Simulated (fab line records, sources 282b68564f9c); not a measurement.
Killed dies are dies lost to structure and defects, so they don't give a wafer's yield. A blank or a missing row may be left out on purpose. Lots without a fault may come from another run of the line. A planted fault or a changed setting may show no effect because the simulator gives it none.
One fault seen from 2 desks | flow rit_cmos | each desk has only its own numbers; what lay behind them comes last

THE METROLOGY DESK
What the gauges read, lot by lot, whatever tool the lot ran on: means of the sampled wafers that have a number. A lot is out of limits, marked OUT, if its mean lies more than 4 standard deviations from the usual mean; the brackets give that distance.
Columns: A = PSD_OVL at RIT_PSD_OVL_MEAS_06, usual -1.2 nm; B = PLDD_RS at RIT_SDANNEAL_RS_MEAS_06, usual 178.7 ohm/sq
lot  | first seen here | A    | B
L629 | day 3 01:03     | -1.5 | 178.4
L630 | day 3 05:16     | -1.5 | 178.8
L631 | day 3 11:14     | -1.8 | 178.3
L632 | day 3 17:50     | -1.6 | 178.8
L633 | day 3 21:41     | -2.3 | 178.7
L634 | day 4 02:19     | -1.8 | 178.7
L636 | day 4 14:13     | 0.2  | 178.8
L640 | day 5 12:47     | -2.8 | 179.2
L643 | day 6 09:10     | -1.1 | 178.0
L645 | day 6 13:50     | -2.1 | 178.9
L646 | day 6 20:16     | 0.5  | 178.7
L648 | day 7 04:23     | -0.9 | 178.4
L650 | day 7 12:07     | 0.3  | 178.1
L652 | day 7 20:16     | -2.0 | 178.7
This desk's finding: nothing out of limits on any of the 14 lots.

THE TOOL OWNER'S DESK: pvd_sputter-03
The tool's own readings at RIT_M1_SPUTTER_00 (material Al, target thk 400 nm, time 500 s): means of the sampled wafers that have a number, for each lot that ran on this tool. A lot is out of limits, marked OUT, if its mean lies more than 4 standard deviations from the usual mean; the brackets give that distance.
Columns: A = chamber_pressure_pa at RIT_M1_SPUTTER_00, usual 0.4001 Pa; B = throttle_valve_pct at RIT_M1_SPUTTER_00, usual 30.0 %
lot  | first seen here | A                 | B
L643 | day 6 13:32     | 0.3950 (-6.1) OUT | 29.9
L645 | day 6 18:31     | 0.3900 (-12) OUT  | 32.0
This desk's finding: out of limits on L643, L645; first on L643, day 6 13:32 (chamber_pressure_pa at RIT_M1_SPUTTER_00). In limits: none.

PUT TOGETHER
The tool owner's desk could have raised an alarm at day 6 13:32, on L643, L645.
The metrology desk saw nothing out of limits.
The metrology desk has L643, L645 on record, within its limits.
Of the lots named, all ran RIT_M1_SPUTTER_00 on pvd_sputter-03.

WHAT THE SIMULATOR HAD PUT IN
Process parameter drift: pvd_sputter-03, from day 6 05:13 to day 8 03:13, at RIT_M1_SPUTTER_00. Setting chamber_pressure_pa, moved by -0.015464, from 0.4. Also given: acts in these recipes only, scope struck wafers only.
Lots struck among those shown: L643, L645.
Hours from the fault's start to each desk's first reading out of limits: the tool owner's desk, 8.
